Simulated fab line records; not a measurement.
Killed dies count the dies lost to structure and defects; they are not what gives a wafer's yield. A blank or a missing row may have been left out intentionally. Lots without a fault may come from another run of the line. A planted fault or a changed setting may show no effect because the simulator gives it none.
fab line records || flow rit_cmos
record: {"lots": 7, "wafers": 21, "last_day": 7}
route steps=202 shown PWELL@45 WELLDRIVE@50 NWELL@51 NRETRO@53
lots untouched by any fault: they come from a run of this same line in which no faults occurred
start_h: the number of hours between the record's first day and the start of the first shown wafer of the lot || wait_h: hours elapsed since this lot's preceding step || " as in the row above || L1.1+2: a row that stands for several wafers || - either no value or no given start || * or withheld: withheld || < > ~ a bound
route shown NAME@n: NAME is a module with steps in the file, n the number in the route of the first one || usual: mean/standard deviation of fault-free wafers || same: alike in all rows || chamber/n: place in a boat || sites: readings site by site || _std_site: the values' standard deviation || _edge_site: inner sites' mean taken away from outer sites' mean || radius_mm: for every site, how far away it sits from the centre of the wafer || mask NAME#n: copy n || behind: tool/chamber where the wafer was last shaped || hold: what put the lot on hold/how long, in hours/how the hold closed || device: names the non-switching transistor (n, p or np) || end of line: the same wafers' tests at the end of the route || where a step has no rows: the recipe by itself || killed: dies that structure and defects cost at the first sort, which is not the same as the wafer's yield || map: per-die view of a wafer (x killed, . not killed, _ where there is no die)
set.NAME: the setting the step ran with; set.NAME@STEP: the setting that earlier step ran with || model.NAME: the simulator's own value behind a step, which no gauge read
lots seen at some steps along the route; tables by step, rows by wafer
services: the hour from which a tool's chamber was out of use, counted from the record's first day as start_h (under 0 if before that day), plus the number of hours and why
== steps ==
step: RIT_PWELL_OVL_MEAS_06
usual: {"PWELL_OVL": "-0.2/1.4"}
{"lot.wafer": "L412.1", "tool": "overlay-02", "chamber": "-", "start_h": 39.54, "wait_h": "-", "PWELL_OVL[nm]": 0.1}
{"lot.wafer": "L412.5", "tool": "overlay-02", "chamber": "-", "start_h": 39.54, "wait_h": "-", "PWELL_OVL[nm]": 0.9}
{"lot.wafer": "L412.6", "tool": "overlay-02", "chamber": "-", "start_h": 39.54, "wait_h": "-", "PWELL_OVL[nm]": -0.7}
{"lot.wafer": "L419.1", "tool": "overlay-01", "chamber": "-", "start_h": 73.61, "wait_h": "-", "PWELL_OVL[nm]": 2.5}
{"lot.wafer": "L419.2", "tool": "overlay-01", "chamber": "-", "start_h": 73.61, "wait_h": "-", "PWELL_OVL[nm]": 0.2}
{"lot.wafer": "L419.5", "tool": "overlay-01", "chamber": "-", "start_h": 73.61, "wait_h": "-", "PWELL_OVL[nm]": 2.1}
{"lot.wafer": "L420.2", "tool": "overlay-01", "chamber": "-", "start_h": 77.07, "wait_h": "-", "PWELL_OVL[nm]": -0.6}
{"lot.wafer": "L420.4", "tool": "overlay-01", "chamber": "-", "start_h": 77.07, "wait_h": "-", "PWELL_OVL[nm]": -2.8}
{"lot.wafer": "L420.5", "tool": "overlay-01", "chamber": "-", "start_h": 77.07, "wait_h": "-", "PWELL_OVL[nm]": -0.4}
{"lot.wafer": "L421.4", "tool": "overlay-02", "chamber": "-", "start_h": 82.40, "wait_h": "-", "PWELL_OVL[nm]": 0.9}
{"lot.wafer": "L421.5", "tool": "overlay-02", "chamber": "-", "start_h": 82.40, "wait_h": "-", "PWELL_OVL[nm]": 1.6}
{"lot.wafer": "L421.6", "tool": "overlay-02", "chamber": "-", "start_h": 82.40, "wait_h": "-", "PWELL_OVL[nm]": 0.5}
{"lot.wafer": "L424.2", "tool": "overlay-01", "chamber": "-", "start_h": 96.91, "wait_h": "-", "PWELL_OVL[nm]": -1.0}
{"lot.wafer": "L424.5", "tool": "overlay-01", "chamber": "-", "start_h": 96.91, "wait_h": "-", "PWELL_OVL[nm]": 0.8}
{"lot.wafer": "L424.6", "tool": "overlay-01", "chamber": "-", "start_h": 96.91, "wait_h": "-", "PWELL_OVL[nm]": 1.0}
{"lot.wafer": "L430.4", "tool": "overlay-02", "chamber": "-", "start_h": 128.50, "wait_h": "-", "PWELL_OVL[nm]": -0.4}
{"lot.wafer": "L430.5", "tool": "overlay-02", "chamber": "-", "start_h": 128.50, "wait_h": "-", "PWELL_OVL[nm]": -2.2}
{"lot.wafer": "L430.6", "tool": "overlay-02", "chamber": "-", "start_h": 128.50, "wait_h": "-", "PWELL_OVL[nm]": -2.2}
{"lot.wafer": "L432.2", "tool": "overlay-01", "chamber": "-", "start_h": 137.14, "wait_h": "-", "PWELL_OVL[nm]": -1.1}
{"lot.wafer": "L432.3", "tool": "overlay-01", "chamber": "-", "start_h": 137.14, "wait_h": "-", "PWELL_OVL[nm]": 0.2}
{"lot.wafer": "L432.6", "tool": "overlay-01", "chamber": "-", "start_h": 137.14, "wait_h": "-", "PWELL_OVL[nm]": -2.3}
step: RIT_PWELL_HARDBAKE_07
recipe: {"resist": "NOVOLAK", "temp_c": 140, "time_s": 120}
step: RIT_PWELL_IMPLANT_08
recipe: {"species": "B", "energy_kev": 170, "dose_cm2": 6.915e+13, "tilt_deg": 7}
step: RIT_PWELL_STRIP_09
recipe: {"chemistry": "O2", "time_s": 180, "resist": "NOVOLAK", "platen_temp_c": "withheld", "power_w": 500, "pressure_mtorr": 4000, "o2_flow_sccm": 4000}
usual: {"drypump_motor_current_A": "6.0/0.45", "rf_refl_power_W": "6.3/1.1"}
{"lot.wafer": "L412.1", "tool": "plasma_asher-04", "chamber": 0, "start_h": 39.97, "wait_h": 0.1, "drypump_motor_current_A": 5.8, "rf_hours_counter_h": 39, "rf_refl_power_W": 5.7}
{"lot.wafer": "L412.5", "tool": "plasma_asher-04", "chamber": 0, "start_h": 39.97, "wait_h": 0.1, "drypump_motor_current_A": 5.8, "rf_hours_counter_h": "-", "rf_refl_power_W": 5.7}
{"lot.wafer": "L412.6", "tool": "plasma_asher-04", "chamber": 1, "start_h": 39.97, "wait_h": 0.1, "drypump_motor_current_A": 5.4, "rf_hours_counter_h": "-", "rf_refl_power_W": 8.8}
{"lot.wafer": "L419.1", "tool": "plasma_asher-04", "chamber": 0, "start_h": 74.05, "wait_h": 0.1, "drypump_motor_current_A": 5.7, "rf_hours_counter_h": 43, "rf_refl_power_W": 5.5}
{"lot.wafer": "L419.2", "tool": "plasma_asher-04", "chamber": 1, "start_h": 74.05, "wait_h": 0.1, "drypump_motor_current_A": 5.4, "rf_hours_counter_h": 43, "rf_refl_power_W": 8.7}
{"lot.wafer": "L419.5", "tool": "plasma_asher-04", "chamber": 0, "start_h": 74.05, "wait_h": 0.1, "drypump_motor_current_A": 5.8, "rf_hours_counter_h": "-", "rf_refl_power_W": 5.7}
{"lot.wafer": "L420.2", "tool": "plasma_asher-04", "chamber": 1, "start_h": 77.50, "wait_h": 0.1, "drypump_motor_current_A": 5.4, "rf_hours_counter_h": 43, "rf_refl_power_W": 8.6}
{"lot.wafer": "L420.4", "tool": "plasma_asher-04", "chamber": 0, "start_h": 77.50, "wait_h": 0.1, "drypump_motor_current_A": 5.7, "rf_hours_counter_h": "-", "rf_refl_power_W": 5.5}
{"lot.wafer": "L420.5", "tool": "plasma_asher-04", "chamber": 0, "start_h": 77.50, "wait_h": 0.1, "drypump_motor_current_A": 5.8, "rf_hours_counter_h": "-", "rf_refl_power_W": 5.5}
{"lot.wafer": "L421.4", "tool": "plasma_asher-01", "chamber": 0, "start_h": 82.88, "wait_h": 0.1, "drypump_motor_current_A": 6.6, "rf_hours_counter_h": "-", "rf_refl_power_W": 6.0}
{"lot.wafer": "L421.5", "tool": "plasma_asher-01", "chamber": 1, "start_h": 82.88, "wait_h": 0.1, "drypump_motor_current_A": 6.4, "rf_hours_counter_h": "-", "rf_refl_power_W": 5.5}
{"lot.wafer": "L421.6", "tool": "plasma_asher-01", "chamber": 0, "start_h": 82.88, "wait_h": 0.1, "drypump_motor_current_A": 6.6, "rf_hours_counter_h": "-", "rf_refl_power_W": 6.0}
{"lot.wafer": "L424.2", "tool": "plasma_asher-03", "chamber": 0, "start_h": 97.34, "wait_h": 0.1, "drypump_motor_current_A": 6.3, "rf_hours_counter_h": 46, "rf_refl_power_W": 6.4}
{"lot.wafer": "L424.5", "tool": "plasma_asher-03", "chamber": 1, "start_h": 97.34, "wait_h": 0.1, "drypump_motor_current_A": 5.6, "rf_hours_counter_h": "-", "rf_refl_power_W": 6.0}
{"lot.wafer": "L424.6", "tool": "plasma_asher-03", "chamber": 0, "start_h": 97.34, "wait_h": 0.1, "drypump_motor_current_A": 6.3, "rf_hours_counter_h": "-", "rf_refl_power_W": 6.5}
{"lot.wafer": "L430.4", "tool": "plasma_asher-03", "chamber": 0, "start_h": 128.98, "wait_h": 0.1, "drypump_motor_current_A": 6.3, "rf_hours_counter_h": "-", "rf_refl_power_W": 6.5}
{"lot.wafer": "L430.5", "tool": "plasma_asher-03", "chamber": 0, "start_h": 128.98, "wait_h": 0.1, "drypump_motor_current_A": 6.3, "rf_hours_counter_h": "-", "rf_refl_power_W": 6.5}
{"lot.wafer": "L430.6", "tool": "plasma_asher-03", "chamber": 1, "start_h": 128.98, "wait_h": 0.1, "drypump_motor_current_A": 5.6, "rf_hours_counter_h": "-", "rf_refl_power_W": 5.9}
{"lot.wafer": "L432.2", "tool": "plasma_asher-04", "chamber": 0, "start_h": 137.67, "wait_h": 0.1, "drypump_motor_current_A": 5.7, "rf_hours_counter_h": 50, "rf_refl_power_W": 5.4}
{"lot.wafer": "L432.3", "tool": "plasma_asher-04", "chamber": 0, "start_h": 137.67, "wait_h": 0.1, "drypump_motor_current_A": 5.7, "rf_hours_counter_h": "-", "rf_refl_power_W": 5.4}
{"lot.wafer": "L432.6", "tool": "plasma_asher-04", "chamber": 0, "start_h": 137.67, "wait_h": 0.1, "drypump_motor_current_A": 5.7, "rf_hours_counter_h": "-", "rf_refl_power_W": 5.5}
step: RIT_PWELL_TW_MEAS_10
usual: {"PWELL_TW": "943/6.8"}
{"lot.wafer": "L412.1", "tool": "film_metro-01", "chamber": "-", "start_h": 40.15, "wait_h": 0.1, "PWELL_TW": 942}
{"lot.wafer": "L412.5", "tool": "film_metro-01", "chamber": "-", "start_h": 40.15, "wait_h": 0.1, "PWELL_TW": 941}
{"lot.wafer": "L412.6", "tool": "film_metro-01", "chamber": "-", "start_h": 40.15, "wait_h": 0.1, "PWELL_TW": 939}
{"lot.wafer": "L419.1", "tool": "film_metro-03", "chamber": "-", "start_h": 74.22, "wait_h": 0.1, "PWELL_TW": 952}
{"lot.wafer": "L419.2", "tool": "film_metro-03", "chamber": "-", "start_h": 74.22, "wait_h": 0.1, "PWELL_TW": 945}
{"lot.wafer": "L419.5", "tool": "film_metro-03", "chamber": "-", "start_h": 74.22, "wait_h": 0.1, "PWELL_TW": 947}
{"lot.wafer": "L420.2", "tool": "film_metro-01", "chamber": "-", "start_h": 77.68, "wait_h": 0.1, "PWELL_TW": 937}
{"lot.wafer": "L420.4", "tool": "film_metro-01", "chamber": "-", "start_h": 77.68, "wait_h": 0.1, "PWELL_TW": 932}
{"lot.wafer": "L420.5", "tool": "film_metro-01", "chamber": "-", "start_h": 77.68, "wait_h": 0.1, "PWELL_TW": 927}
{"lot.wafer": "L421.4", "tool": "film_metro-01", "chamber": "-", "start_h": 83.03, "wait_h": 0.1, "PWELL_TW": 940}
{"lot.wafer": "L421.5", "tool": "film_metro-01", "chamber": "-", "start_h": 83.03, "wait_h": 0.1, "PWELL_TW": 939}
{"lot.wafer": "L421.6", "tool": "film_metro-01", "chamber": "-", "start_h": 83.03, "wait_h": 0.1, "PWELL_TW": 939}
{"lot.wafer": "L424.2", "tool": "film_metro-01", "chamber": "-", "start_h": 97.53, "wait_h": 0.1, "PWELL_TW": 939}
{"lot.wafer": "L424.5", "tool": "film_metro-01", "chamber": "-", "start_h": 97.53, "wait_h": 0.1, "PWELL_TW": 936}
{"lot.wafer": "L424.6", "tool": "film_metro-01", "chamber": "-", "start_h": 97.53, "wait_h": 0.1, "PWELL_TW": 928}
{"lot.wafer": "L430.4", "tool": "film_metro-01", "chamber": "-", "start_h": 129.13, "wait_h": 0.1, "PWELL_TW": 942}
{"lot.wafer": "L430.5", "tool": "film_metro-01", "chamber": "-", "start_h": 129.13, "wait_h": 0.1, "PWELL_TW": 944}
{"lot.wafer": "L430.6", "tool": "film_metro-01", "chamber": "-", "start_h": 129.13, "wait_h": 0.1, "PWELL_TW": 941}
{"lot.wafer": "L432.2", "tool": "film_metro-04", "chamber": "-", "start_h": 137.86, "wait_h": 0.1, "PWELL_TW": 950}
{"lot.wafer": "L432.3", "tool": "film_metro-04", "chamber": "-", "start_h": 137.86, "wait_h": 0.1, "PWELL_TW": 948}
{"lot.wafer": "L432.6", "tool": "film_metro-04", "chamber": "-", "start_h": 137.86, "wait_h": 0.1, "PWELL_TW": 950}
step: RIT_WELLDRIVE_ANNEAL_00
recipe: {"temp_c": 1100, "time_s": 14700, "ambient": "N2"}
step: RIT_WELLDRIVE_RS_MEAS_01
recipe: {"thk_meas_gauge": "four-point-probe"}
usual: {"NWELL_RS": "277.2/0.81"}
{"lot.wafer": "L412.1", "tool": "film_metro-01", "chamber": "-", "start_h": 45.29, "wait_h": 0.0, "NWELL_RS[ohm/sq]": 277.2}
{"lot.wafer": "L412.5", "tool": "film_metro-01", "chamber": "-", "start_h": 45.29, "wait_h": 0.0, "NWELL_RS[ohm/sq]": 277.0}
{"lot.wafer": "L412.6", "tool": "film_metro-01", "chamber": "-", "start_h": 45.29, "wait_h": 0.0, "NWELL_RS[ohm/sq]": 277.1}
{"lot.wafer": "L419.1", "tool": "film_metro-03", "chamber": "-", "start_h": 79.37, "wait_h": 0.0, "NWELL_RS[ohm/sq]": 277.8}
{"lot.wafer": "L419.2", "tool": "film_metro-03", "chamber": "-", "start_h": 79.37, "wait_h": 0.0, "NWELL_RS[ohm/sq]": 276.8}
{"lot.wafer": "L419.5", "tool": "film_metro-03", "chamber": "-", "start_h": 79.37, "wait_h": 0.0, "NWELL_RS[ohm/sq]": 276.3}
{"lot.wafer": "L420.2", "tool": "film_metro-03", "chamber": "-", "start_h": 83.90, "wait_h": 0.0, "NWELL_RS[ohm/sq]": 276.7}
{"lot.wafer": "L420.4", "tool": "film_metro-03", "chamber": "-", "start_h": 83.90, "wait_h": 0.0, "NWELL_RS[ohm/sq]": 276.6}
{"lot.wafer": "L420.5", "tool": "film_metro-03", "chamber": "-", "start_h": 83.90, "wait_h": 0.0, "NWELL_RS[ohm/sq]": 276.8}
{"lot.wafer": "L421.4", "tool": "film_metro-03", "chamber": "-", "start_h": 88.20, "wait_h": 0.1, "NWELL_RS[ohm/sq]": 276.3}
{"lot.wafer": "L421.5", "tool": "film_metro-03", "chamber": "-", "start_h": 88.20, "wait_h": 0.1, "NWELL_RS[ohm/sq]": 276.9}
{"lot.wafer": "L421.6", "tool": "film_metro-03", "chamber": "-", "start_h": 88.20, "wait_h": 0.1, "NWELL_RS[ohm/sq]": 277.2}
{"lot.wafer": "L424.2", "tool": "film_metro-01", "chamber": "-", "start_h": 102.68, "wait_h": 0.0, "NWELL_RS[ohm/sq]": 277.4}
{"lot.wafer": "L424.5", "tool": "film_metro-01", "chamber": "-", "start_h": 102.68, "wait_h": 0.0, "NWELL_RS[ohm/sq]": 277.2}
{"lot.wafer": "L424.6", "tool": "film_metro-01", "chamber": "-", "start_h": 102.68, "wait_h": 0.0, "NWELL_RS[ohm/sq]": 278.2}
{"lot.wafer": "L430.4", "tool": "film_metro-01", "chamber": "-", "start_h": 134.30, "wait_h": 0.1, "NWELL_RS[ohm/sq]": 276.8}
{"lot.wafer": "L430.5", "tool": "film_metro-01", "chamber": "-", "start_h": 134.30, "wait_h": 0.1, "NWELL_RS[ohm/sq]": 277.3}
{"lot.wafer": "L430.6", "tool": "film_metro-01", "chamber": "-", "start_h": 134.30, "wait_h": 0.1, "NWELL_RS[ohm/sq]": 276.4}
{"lot.wafer": "L432.2", "tool": "film_metro-04", "chamber": "-", "start_h": 143.01, "wait_h": 0.0, "NWELL_RS[ohm/sq]": 276.9}
{"lot.wafer": "L432.3", "tool": "film_metro-04", "chamber": "-", "start_h": 143.01, "wait_h": 0.0, "NWELL_RS[ohm/sq]": 278.3}
{"lot.wafer": "L432.6", "tool": "film_metro-04", "chamber": "-", "start_h": 143.01, "wait_h": 0.0, "NWELL_RS[ohm/sq]": 277.8}
step: RIT_WELLDRIVE_RS_MEAS_02
recipe: {"thk_meas_gauge": "four-point-probe"}
usual: {"PWELL_RS": "432.8/1.3"}
{"lot.wafer": "L412.1", "tool": "film_metro-01", "chamber": "-", "start_h": 45.41, "wait_h": 0.1, "PWELL_RS[ohm/sq]": 433.7}
{"lot.wafer": "L412.5", "tool": "film_metro-01", "chamber": "-", "start_h": 45.41, "wait_h": 0.1, "PWELL_RS[ohm/sq]": 432.4}
{"lot.wafer": "L412.6", "tool": "film_metro-01", "chamber": "-", "start_h": 45.41, "wait_h": 0.1, "PWELL_RS[ohm/sq]": 433.3}
{"lot.wafer": "L419.1", "tool": "film_metro-03", "chamber": "-", "start_h": 79.49, "wait_h": 0.1, "PWELL_RS[ohm/sq]": 430.3}
{"lot.wafer": "L419.2", "tool": "film_metro-03", "chamber": "-", "start_h": 79.49, "wait_h": 0.1, "PWELL_RS[ohm/sq]": 431.1}
{"lot.wafer": "L419.5", "tool": "film_metro-03", "chamber": "-", "start_h": 79.49, "wait_h": 0.1, "PWELL_RS[ohm/sq]": 431.1}
{"lot.wafer": "L420.2", "tool": "film_metro-03", "chamber": "-", "start_h": 84.02, "wait_h": 0.1, "PWELL_RS[ohm/sq]": 432.5}
{"lot.wafer": "L420.4", "tool": "film_metro-03", "chamber": "-", "start_h": 84.02, "wait_h": 0.1, "PWELL_RS[ohm/sq]": 433.6}
{"lot.wafer": "L420.5", "tool": "film_metro-03", "chamber": "-", "start_h": 84.02, "wait_h": 0.1, "PWELL_RS[ohm/sq]": 432.7}
{"lot.wafer": "L421.4", "tool": "film_metro-03", "chamber": "-", "start_h": 88.32, "wait_h": 0.1, "PWELL_RS[ohm/sq]": 432.0}
{"lot.wafer": "L421.5", "tool": "film_metro-03", "chamber": "-", "start_h": 88.32, "wait_h": 0.1, "PWELL_RS[ohm/sq]": 431.6}
{"lot.wafer": "L421.6", "tool": "film_metro-03", "chamber": "-", "start_h": 88.32, "wait_h": 0.1, "PWELL_RS[ohm/sq]": 432.4}
{"lot.wafer": "L424.2", "tool": "film_metro-01", "chamber": "-", "start_h": 102.80, "wait_h": 0.1, "PWELL_RS[ohm/sq]": 432.9}
{"lot.wafer": "L424.5", "tool": "film_metro-01", "chamber": "-", "start_h": 102.80, "wait_h": 0.1, "PWELL_RS[ohm/sq]": 431.8}
{"lot.wafer": "L424.6", "tool": "film_metro-01", "chamber": "-", "start_h": 102.80, "wait_h": 0.1, "PWELL_RS[ohm/sq]": 432.4}
{"lot.wafer": "L430.4", "tool": "film_metro-01", "chamber": "-", "start_h": 134.42, "wait_h": 0.1, "PWELL_RS[ohm/sq]": 432.6}
{"lot.wafer": "L430.5", "tool": "film_metro-01", "chamber": "-", "start_h": 134.42, "wait_h": 0.1, "PWELL_RS[ohm/sq]": 432.4}
{"lot.wafer": "L430.6", "tool": "film_metro-01", "chamber": "-", "start_h": 134.42, "wait_h": 0.1, "PWELL_RS[ohm/sq]": 432.5}
{"lot.wafer": "L432.2", "tool": "film_metro-04", "chamber": "-", "start_h": 143.13, "wait_h": 0.1, "PWELL_RS[ohm/sq]": 434.5}
{"lot.wafer": "L432.3", "tool": "film_metro-04", "chamber": "-", "start_h": 143.13, "wait_h": 0.1, "PWELL_RS[ohm/sq]": 434.7}
{"lot.wafer": "L432.6", "tool": "film_metro-04", "chamber": "-", "start_h": 143.13, "wait_h": 0.1, "PWELL_RS[ohm/sq]": 434.0}
step: RIT_NRETRO_HMDS_00
recipe: {"prime_time_s": 60, "prime_temp_c": 140}
step: RIT_NRETRO_COAT_01
recipe: {"resist": "NOVOLAK", "spin_rpm": 2000, "resist_thk_nm": 1300}
step: RIT_NRETRO_SOFTBAKE_02
recipe: {"resist": "NOVOLAK", "temp_c": 90, "time_s": 60}
step: RIT_NRETRO_EXPOSE_03
recipe: {"mask_id": "M4", "na": 0.57, "target_cd_nm": 43900, "dose_mj": 250}
step: RIT_NRETRO_PEB_04
recipe: {"resist": "NOVOLAK", "temp_c": "withheld", "time_s": "withheld"}
usual: {"chill_plate_temp_C": "*", "exhaust_pa": "45.1/0.88"}
{"lot.wafer": "L412.1", "tool": "litho_track-04", "chamber": 0, "start_h": 46.22, "wait_h": 0.1, "chill_plate_temp_C": "*", "exhaust_pa": 45.0}
{"lot.wafer": "L412.5", "tool": "litho_track-04", "chamber": 0, "start_h": 46.22, "wait_h": 0.1, "chill_plate_temp_C": "*", "exhaust_pa": 46.0}
{"lot.wafer": "L412.6", "tool": "litho_track-04", "chamber": 0, "start_h": 46.22, "wait_h": 0.1, "chill_plate_temp_C": "*", "exhaust_pa": 45.7}
{"lot.wafer": "L419.1", "tool": "litho_track-02", "chamber": "-", "start_h": 80.17, "wait_h": 0.1, "chill_plate_temp_C": "-", "exhaust_pa": "-"}
{"lot.wafer": "L419.2", "tool": "litho_track-02", "chamber": "-", "start_h": 80.17, "wait_h": 0.1, "chill_plate_temp_C": "-", "exhaust_pa": "-"}
{"lot.wafer": "L419.5", "tool": "litho_track-02", "chamber": "-", "start_h": 80.17, "wait_h": 0.1, "chill_plate_temp_C": "-", "exhaust_pa": "-"}
{"lot.wafer": "L420.2", "tool": "litho_track-03", "chamber": "-", "start_h": 84.84, "wait_h": 0.1, "chill_plate_temp_C": "-", "exhaust_pa": "-"}
{"lot.wafer": "L420.4", "tool": "litho_track-03", "chamber": "-", "start_h": 84.84, "wait_h": 0.1, "chill_plate_temp_C": "-", "exhaust_pa": "-"}
{"lot.wafer": "L420.5", "tool": "litho_track-03", "chamber": "-", "start_h": 84.84, "wait_h": 0.1, "chill_plate_temp_C": "-", "exhaust_pa": "-"}
{"lot.wafer": "L421.4", "tool": "litho_track-02", "chamber": "-", "start_h": 89.06, "wait_h": 0.1, "chill_plate_temp_C": "-", "exhaust_pa": "-"}
{"lot.wafer": "L421.5", "tool": "litho_track-02", "chamber": "-", "start_h": 89.06, "wait_h": 0.1, "chill_plate_temp_C": "-", "exhaust_pa": "-"}
{"lot.wafer": "L421.6", "tool": "litho_track-02", "chamber": "-", "start_h": 89.06, "wait_h": 0.1, "chill_plate_temp_C": "-", "exhaust_pa": "-"}
{"lot.wafer": "L424.2", "tool": "litho_track-04", "chamber": 0, "start_h": 103.49, "wait_h": 0.1, "chill_plate_temp_C": "*", "exhaust_pa": 44.2}
{"lot.wafer": "L424.5", "tool": "litho_track-04", "chamber": 0, "start_h": 103.49, "wait_h": 0.1, "chill_plate_temp_C": "*", "exhaust_pa": 44.5}
{"lot.wafer": "L424.6", "tool": "litho_track-04", "chamber": 0, "start_h": 103.49, "wait_h": 0.1, "chill_plate_temp_C": "*", "exhaust_pa": 46.2}
{"lot.wafer": "L430.4", "tool": "litho_track-04", "chamber": 0, "start_h": 135.12, "wait_h": 0.1, "chill_plate_temp_C": "*", "exhaust_pa": 44.4}
{"lot.wafer": "L430.5", "tool": "litho_track-04", "chamber": 0, "start_h": 135.12, "wait_h": 0.1, "chill_plate_temp_C": "*", "exhaust_pa": 46.0}
{"lot.wafer": "L430.6", "tool": "litho_track-04", "chamber": 0, "start_h": 135.12, "wait_h": 0.1, "chill_plate_temp_C": "*", "exhaust_pa": 45.3}
{"lot.wafer": "L432.2", "tool": "litho_track-02", "chamber": 0, "start_h": 143.83, "wait_h": 0.1, "chill_plate_temp_C": "*", "exhaust_pa": 43.3}
{"lot.wafer": "L432.3", "tool": "litho_track-02", "chamber": 0, "start_h": 143.83, "wait_h": 0.1, "chill_plate_temp_C": "*", "exhaust_pa": 43.5}
{"lot.wafer": "L432.6", "tool": "litho_track-02", "chamber": 0, "start_h": 143.83, "wait_h": 0.1, "chill_plate_temp_C": "*", "exhaust_pa": 45.0}
step: RIT_NRETRO_DEVELOP_05
recipe: {"resist": "NOVOLAK", "develop_time_s": 68, "dev_temp_c": 23}
== services ==
{"tool": "plasma_asher-01", "chamber": "-", "start_h": 46.11, "hours": 1.4, "kind": "repair"}
{"tool": "plasma_asher-03", "chamber": "-", "start_h": 52.92, "hours": 0.6, "kind": "repair"}
{"tool": "plasma_asher-01", "chamber": "-", "start_h": 76.21, "hours": 2.8, "kind": "pm"}
{"tool": "plasma_asher-03", "chamber": "-", "start_h": 108.80, "hours": 9.0, "kind": "pm"}
{"tool": "plasma_asher-03", "chamber": 0, "start_h": 108.80, "hours": 9.0, "kind": "vent_cycle"}
{"tool": "plasma_asher-03", "chamber": 1, "start_h": 108.80, "hours": 9.0, "kind": "vent_cycle"}
{"tool": "plasma_asher-03", "chamber": 0, "start_h": 117.80, "hours": "-", "kind": "clean"}
{"tool": "plasma_asher-03", "chamber": 1, "start_h": 117.80, "hours": "-", "kind": "clean"}
{"tool": "plasma_asher-04", "chamber": "-", "start_h": 125.93, "hours": 8.0, "kind": "repair"}
== key ==
first_sign: {"step": "RIT_NRETRO_PEB_04", "reading": "tool_record", "direction": "missing"}
effect none on later readings
met_at RIT_NRETRO_PEB_04
struck_wafers L419.1,L419.2,L419.5,L420.2,L420.4,L420.5,L421.4,L421.5,L421.6
sort_left_out L419.1,L419.2,L419.5,L420.2,L420.4,L420.5,L421.4,L421.5,L421.6
tester_left_out L419,L420,L421
fault: {"kind": "skipped_step_whole", "tool": "litho_track-02,litho_track-03", "chamber": "-", "onset_h": 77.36, "steps": "RIT_NRETRO_PEB_04", "scope": "struck_lots_only"}
tester_left_out: of these lots the tester's yield and bins aren't shown, on N5 and GAA mostly nor the transistor test; their killed dies are dies lost to structure and defects alone, not to doping, threshold or leakage, so they don't give the yield
sort_left_out: the simulated sort isn't trusted on such a fault, so these wafers' sort isn't shown, and their yield isn't known
